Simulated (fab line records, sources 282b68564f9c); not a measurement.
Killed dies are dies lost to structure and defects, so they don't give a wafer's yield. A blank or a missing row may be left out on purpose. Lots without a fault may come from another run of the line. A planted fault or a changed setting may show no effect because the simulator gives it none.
A struck lot beside a sound one | flow rit_cmos | 44 steps out of a route of 202
Sound: wafers L782.1, L782.4, L782.5. Struck: wafers L791.3, L791.4, L791.5. The cause comes at the end.
At each step with rows: each side's tool, then ch and its chambers, then its first start. Under that, the readings that differ: sound wafers | struck wafers | difference of the means | sigmas: that difference in standard deviations of wafers without a fault.
alike: readings whose means differ by less than 2 such deviations, and words and numbers that are the same on both sides. not compared: withheld readings, readings that some wafer has no value for, bounds like >300 that may hide the same value, and numbers for which the record gives no deviation and whose values overlap.
The two part at a step that has a row with sigmas, a row that says differs or no value, or rows on one side only. Numbers that don't overlap but have no deviation are shown without sigmas and don't part them. A reading that every wafer of one side lacks parts them only if that side has two wafers or more.

first, 3 steps without rows for these wafers: RIT_GATE_EXPOSE_13 (exposes mask M6, target cd 150 nm); RIT_GATE_PEB_14; RIT_GATE_DEVELOP_15 (develop time 50 s).
RIT_GATE_CD_MEAS_16: target cd 150 nm.
  sound on cd_sem-02, day 3 20:17; struck on cd_sem-02, day 5 12:53
  alike: cd_nm
RIT_GATE_OVL_MEAS_17:
  sound on overlay-01, day 3 20:24; struck on overlay-02, day 5 12:59
  alike: GATE_OVL
then, 1 step without rows for these wafers: RIT_GATE_HARDBAKE_18 (time 60 s).
RIT_GATE_ETCH_19: etches poly-Si in SF6/CHF3/O2, stops on SiO2, time 165 s, target depth 312.5 nm.
  sound on rie_si-01 ch 1,3, day 3 20:35; struck on rie_si-01 ch 0,3, day 5 13:10
  alike: drypump_motor_current_A, oes_product_au, throttle_valve_pct
  not compared: rf_hours_counter_h
RIT_GATE_STRIP_20: strips in O2, time 180 s.
  sound on plasma_asher-01 ch 0,1, day 3 20:41; struck on plasma_asher-04 ch 0,1, day 5 13:20
  alike: drypump_motor_current_A
  not compared: rf_hours_counter_h
RIT_GATE_CD_MEAS_90: target cd 150 nm.
  sound on cd_sem-02, day 3 20:52; struck on cd_sem-02, day 5 13:29
  alike: cd_nm
then, 3 steps without rows for these wafers: RIT_REOX_CLEAN_00 (cleans in SC1, time 600 s); RIT_REOX_CLEAN_01 (cleans in dHF, time 30 s); RIT_REOX_CLEAN_02 (cleans in SC2, time 600 s).
RIT_REOX_OXIDATION_03: target thk 25.2 nm, ox time 5580 s.
  sound on furnace-03 ch 0, day 3 21:50; struck on furnace-03 ch 0, day 5 14:10
  reading                                     | sound             | struck            | difference | sigmas
  model.SiO2_of_REOX_OXIDATION_03.thk_nm (nm) | 24.95 25.18 25.12 | 32.71 33.04 33.01 | +7.84      |
  not compared: model.poly-Si_of_GATE_CVD_08.thk_nm
RIT_REOX_THK_MEAS_04:
  sound on film_metro-02, day 4 00:23; struck on film_metro-03, day 5 16:44
  reading             | sound          | struck         | difference | sigmas
  REOX_OXIDE_THK (nm) | 24.9 25.1 25.1 | 32.8 33.0 33.0 | +7.9       | +20
then, 6 steps without rows for these wafers: RIT_NLDD_HMDS_00 (prime time 60 s); RIT_NLDD_COAT_01 (resist thk 1000 nm); RIT_NLDD_SOFTBAKE_02 (time 60 s); RIT_NLDD_EXPOSE_03 (exposes mask M7, target cd 40700 nm); RIT_NLDD_PEB_04; RIT_NLDD_DEVELOP_05 (develop time 50 s).
RIT_NLDD_OVL_MEAS_06:
  sound on overlay-01, day 4 01:25; struck on overlay-01, day 5 17:38
  alike: NLDD_OVL
then, 2 steps without rows for these wafers: RIT_NLDD_HARDBAKE_07 (time 60 s); RIT_NLDD_IMPLANT_08.
RIT_NLDD_STRIP_09: strips in O2, time 180 s.
  sound on plasma_asher-02 ch 1, day 4 01:48; struck on plasma_asher-02 ch 0,1, day 5 18:01
  alike: drypump_motor_current_A
  not compared: rf_hours_counter_h
RIT_NLDD_TW_MEAS_10:
  sound on film_metro-03, day 4 01:58; struck on film_metro-04, day 5 18:09
  reading | sound          | struck         | difference | sigmas
  NLDD_TW | 2513 2508 2522 | 2461 2464 2468 | -50        | -2
then, 6 steps without rows for these wafers: RIT_PLDD_HMDS_00 (prime time 60 s); RIT_PLDD_COAT_01 (resist thk 1000 nm); RIT_PLDD_SOFTBAKE_02 (time 60 s); RIT_PLDD_EXPOSE_03 (exposes mask M8, target cd 40900 nm); RIT_PLDD_PEB_04; RIT_PLDD_DEVELOP_05 (develop time 50 s).
RIT_PLDD_OVL_MEAS_06:
  sound on overlay-02, day 4 03:04; struck on overlay-01, day 5 19:10
  alike: PLDD_OVL
then, 2 steps without rows for these wafers: RIT_PLDD_HARDBAKE_07 (time 60 s); RIT_PLDD_IMPLANT_08.
RIT_PLDD_STRIP_09: strips in O2, time 180 s.
  sound on plasma_asher-01 ch 0,1, day 4 03:25; struck on plasma_asher-01 ch 0,1, day 5 19:34
  alike: drypump_motor_current_A
  not compared: rf_hours_counter_h
RIT_PLDD_TW_MEAS_10:
  sound on film_metro-03, day 4 03:35; struck on film_metro-04, day 5 19:41
  reading | sound          | struck         | difference | sigmas
  PLDD_TW | 2364 2353 2375 | 2314 2305 2308 | -55        | -2
RIT_SPACER_CLEAN_00: cleans in SC1, time 600 s.
  sound on wet_bench-03 ch 1, day 4 03:38; struck on wet_bench-02 ch 3, day 5 19:44
  reading                                     | sound             | struck            | difference | sigmas
  model.SiO2_of_REOX_OXIDATION_03.thk_nm (nm) | 22.99 23.21 23.15 | 30.21 30.53 30.48 | +7.29      |
then, 3 steps without rows for these wafers: RIT_SPACER_CLEAN_01 (cleans in dHF, time 30 s); RIT_SPACER_CLEAN_02 (cleans in SC2, time 600 s); RIT_SPACER_CVD_03 (deposits Si3N4 from SiH2Cl2/NH3, target thk 250 nm, time 3300 s).
RIT_SPACER_THK_MEAS_04:
  sound on film_metro-03, day 4 06:50; struck on film_metro-03, day 5 22:03
  alike: SPACER_NITRIDE_THK
RIT_SPACER_ETCHBACK_05: etches Si3N4 in SF6/CHF3, stops on SiO2, target depth 250 nm, time 240 s.
  sound on rie_diel-04 ch 0,2,3, day 4 06:53; struck on rie_diel-02 ch 1,3, day 5 22:05
  alike: drypump_motor_current_A, oes_product_au, throttle_valve_pct
  not compared: rf_hours_counter_h
RIT_SDANNEAL_CLEAN_02: cleans in SC2, time 600 s.
  sound on wet_bench-01 ch 2, day 4 10:23; struck on wet_bench-02 ch 3, day 6 01:24
  not compared: model.poly-Si_of_GATE_CVD_08.thk_nm
then, 1 step without rows for these wafers: RIT_M1_PROBE_99.

WHERE THEY PART
First at RIT_REOX_THK_MEAS_04; last, within this record, at RIT_PLDD_TW_MEAS_10. Later steps at which nothing parts them and some readings are alike: RIT_SPACER_THK_MEAS_04, RIT_SPACER_ETCHBACK_05.

WHY: what the simulator had put in
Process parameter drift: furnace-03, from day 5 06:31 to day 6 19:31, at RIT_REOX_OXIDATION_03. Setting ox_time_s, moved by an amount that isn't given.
